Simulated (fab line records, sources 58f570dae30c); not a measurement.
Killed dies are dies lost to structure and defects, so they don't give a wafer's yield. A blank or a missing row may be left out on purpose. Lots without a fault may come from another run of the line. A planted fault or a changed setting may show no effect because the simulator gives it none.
Problem report in the 8D (eight disciplines) form, filled by code | flow berkeley_cmos170 | the parts of the form that need people (team, actions taken, sign-off) are left out

1. THE PROBLEM
M1_AL_RS at UCB170_M1_RS_MEAS_01 reads a mean of 0.0426 ohm/sq on 2 wafers of 2 lots; wafers without a fault read 0.0484 ohm/sq with a standard deviation of 0.00051. That is -11 standard deviations from the usual mean.
The step: measures by four-point-probe.
First seen on wafer L396.3, day 9 09:13, on film_metro-02. The record holds 42 wafers of 14 lots with a number at this step. Rule for "out", or "out of limits": more than 4 standard deviations from the usual mean. The other wafers with a number count as sound.

2. WHAT IT IS AND WHAT IT IS NOT
question                    | is               | is not
which readings at this step | M1_AL_RS         | -
which lots                  | L396, L400       | L390, L392, L393, L394, L398, L404, L405, L407, L410, L411, L412, L413
which wafers of those lots  | L396.3, L400.1   | L396.1, L396.4, L400.2, L400.3
read on which gauges        | film_metro-02    | film_metro-01, film_metro-03
when                        | from day 9 09:13 | up to then (14 sound wafers); but 26 sound wafers of L398, L400, L404, L405, L407, L410, L411, L412, L413 came after

3. SUSPECTS, AND WHAT RULES EACH OUT
Counting: a tool at a process step up to the reading stays a suspect if it ran every lot that is out. Sound lots after the first of them don't rule it out here, since some wafers of a struck lot are sound.
- the gauge at UCB170_M1_RS_MEAS_01: ruled out. All the wafers that are out were read on film_metro-02, but those of them that UCB170_M1_METAL_ETCH_12 has rows for are out there too, on other tools.
- pvd_sputter-03 at UCB170_M1_SPUTTER_00 (material Al, target thk 600 nm, time 80 s): kept. It ran every lot that is out, first L396 (day 9 09:10); its last sound lot up to then is L392 (day 8 15:47).
Left after counting: pvd_sputter-03 at UCB170_M1_SPUTTER_00.

4. THE CAUSE (what the simulator had put in)
Process parameter drift: pvd_sputter-03, from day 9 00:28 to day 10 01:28, at UCB170_M1_SPUTTER_00. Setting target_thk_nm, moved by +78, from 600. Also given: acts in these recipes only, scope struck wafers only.
Counting left only this tool.

5. THE CHAIN OF EFFECTS, in route order
Each row: a reading whose mean over the struck wafers that have a number lies more than 3 standard deviations from the usual. Only readings for which the record gives a usual standard deviation are gone through. hours: the time from each lot's start at the first step in this table that gives one to its start at this step, as a median over the lots. sigmas: the change in usual standard deviations.
hours | step                    | reading        | usual         | on struck wafers | change  | sigmas
0     | UCB170_M1_RS_MEAS_01    | M1_AL_RS       | 0.0484 ohm/sq | 0.0426           | -0.0058 | -11
0     | UCB170_M1_THK_MEAS_02   | M1_AL_THK      | 593 nm        | 678              | +85     | +12
1     | UCB170_M1_METAL_ETCH_12 | oes_product_au | 0.845 a.u.    | 0.911            | +0.066  | +6.0
The process steps in it:
- UCB170_M1_METAL_ETCH_12: etches Al in Cl2/BCl3, stops on PSG, target depth 780 nm, time 132.9 s.
Later measuring or inspecting steps at which every struck wafer that the step has a row for has a number for every such reading, and none has moved that far: UCB170_M1_CD_MEAS_90.

6. WHAT WOULD HAVE CAUGHT IT SOONER
In this record the first reading out of limits at a measuring or inspecting step was taken at day 9 09:13, 9 hours after the fault began at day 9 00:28.
Of the tool readings at UCB170_M1_SPUTTER_00 for which the record gives a usual standard deviation, none was out on any struck wafer, so an alarm limit of 4 standard deviations on them would not have fired.
Of the lots that are out (2), L400 began UCB170_M1_SPUTTER_00 on pvd_sputter-03 after day 9 09:13. A hold on the tool at that time would have spared it.
